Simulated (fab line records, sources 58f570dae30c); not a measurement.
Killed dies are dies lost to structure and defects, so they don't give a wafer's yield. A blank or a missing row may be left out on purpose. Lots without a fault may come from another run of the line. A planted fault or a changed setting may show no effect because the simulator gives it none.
Tool commonality check | flow berkeley_cmos170 | 14 lots, 48 wafers sampled

WHY IT WAS OPENED
At UCB170_NVT_TW_MEAS_09 the reading NVT_TW is flagged on 2 of 14 lots. Wafers without a fault read 525.1, standard deviation 2.4.
Rule: a lot is flagged when every wafer of it that has a number lies more than 4 standard deviations from that mean, or none has a number. The other lots count as sound.

lot  | measured     | on            | NVT_TW, wafer by wafer              | flag
L214 | day 5 11:29  | film_metro-01 | 523.1 527.7 521.9                   |
L217 | day 5 21:02  | film_metro-03 | 525.6 525.4 526.0                   |
L216 | day 5 21:19  | film_metro-01 | 524.7 524.3 521.9                   |
L218 | day 6 09:50  | film_metro-02 | 527.4 526.5 528.5                   |
L219 | day 6 10:07  | film_metro-03 | 526.2 526.2 524.2                   |
L220 | day 7 03:16  | film_metro-03 | 529.6 529.1 525.3                   |
L222 | day 7 08:08  | film_metro-02 | 521.7 524.5 524.5                   |
L223 | day 7 08:22  | film_metro-03 | 526.5 526.8 524.3                   |
L224 | day 7 22:25  | film_metro-02 | 524.1 522.2 523.9                   |
L226 | day 8 03:27  | film_metro-01 | 521.1 521.0 522.4                   |
L232 | day 9 18:26  | film_metro-03 | 468.7 472.7 468.6 467.9 471.4 467.7 | FLAGGED
L234 | day 9 23:57  | film_metro-02 | 527.0 525.8 523.2                   |
L233 | day 10 00:05 | film_metro-03 | 469.7 471.0 469.9 471.4 470.8 471.7 | FLAGGED
L237 | day 10 07:16 | film_metro-03 | 525.8 524.9 526.7                   |
The numbers of the flagged lots are 470.1 on average: -55.0 against the usual, or -23 standard deviations.

WHICH TOOL RAN EACH LOT
The record holds 1 process step before the reading, out of a route of 331 steps. In each cell: the tool, then ch and the chambers that the sampled wafers went through, then the start.
lot  | flag    | UCB170_NVT_IMPLANT_07
L214 |         | implanter-03 ch 0, day 5 11:14
L217 |         | implanter-03 ch 0, day 5 20:47
L216 |         | implanter-01 ch 0, day 5 21:07
L218 |         | implanter-03 ch 0, day 6 09:37
L219 |         | implanter-04 ch 0, day 6 09:52
L220 |         | implanter-03 ch 0, day 7 03:01
L222 |         | implanter-01 ch 0, day 7 07:53
L223 |         | implanter-04 ch 0, day 7 08:07
L224 |         | implanter-01 ch 0, day 7 22:11
L226 |         | implanter-03 ch 0, day 8 03:13
L232 | FLAGGED | implanter-04 ch 0, day 9 18:11
L234 |         | implanter-03 ch 0, day 9 23:43
L233 | FLAGGED | implanter-04 ch 0, day 9 23:53
L237 |         | implanter-03 ch 0, day 10 07:01
What these steps do:
- UCB170_NVT_IMPLANT_07
- UCB170_NVT_TW_MEAS_09

FLAGGED OVER TOTAL, TOOL BY TOOL (the gauges that took the reading come last)
step                  | tool          | lots run | flagged | share of the flagged lots | sound lots run after its first flagged lot
UCB170_NVT_IMPLANT_07 | implanter-01  | 3        | 0       | none                      | -
UCB170_NVT_IMPLANT_07 | implanter-03  | 7        | 0       | none                      | -
UCB170_NVT_IMPLANT_07 | implanter-04  | 4        | 2       | all                       | 0
UCB170_NVT_TW_MEAS_09 | film_metro-01 | 3        | 0       | none                      | -
UCB170_NVT_TW_MEAS_09 | film_metro-02 | 4        | 0       | none                      | -
UCB170_NVT_TW_MEAS_09 | film_metro-03 | 7        | 2       | all                       | 1 (L237)

WHAT THE TABLE ALLOWS
2 rows of the table ran every flagged lot: implanter-04 at UCB170_NVT_IMPLANT_07, film_metro-03 at UCB170_NVT_TW_MEAS_09.
- implanter-04 at UCB170_NVT_IMPLANT_07: 2 of its 4 lots flagged. Its last sound lot is L223 (day 7 08:07), its first flagged lot L232 (day 9 18:11): a fault that began between those two fits. Its own readings lie more than 4 standard deviations out on every wafer of the flagged lots: beam_energy_keV.
- film_metro-03 at UCB170_NVT_TW_MEAS_09: 2 of its 7 lots flagged. Sound lots ran on it after the first flagged one (L237), which a lasting fault on the whole tool wouldn't allow.
One tool is left: implanter-04 at UCB170_NVT_IMPLANT_07.

WHAT THE SIMULATOR HAD PUT IN
Process parameter drift: implanter-04, from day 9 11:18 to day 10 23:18, at UCB170_NVT_IMPLANT_07. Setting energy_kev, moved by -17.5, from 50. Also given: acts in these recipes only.
Lots struck among those shown: L232, L233. The rule above found the same.
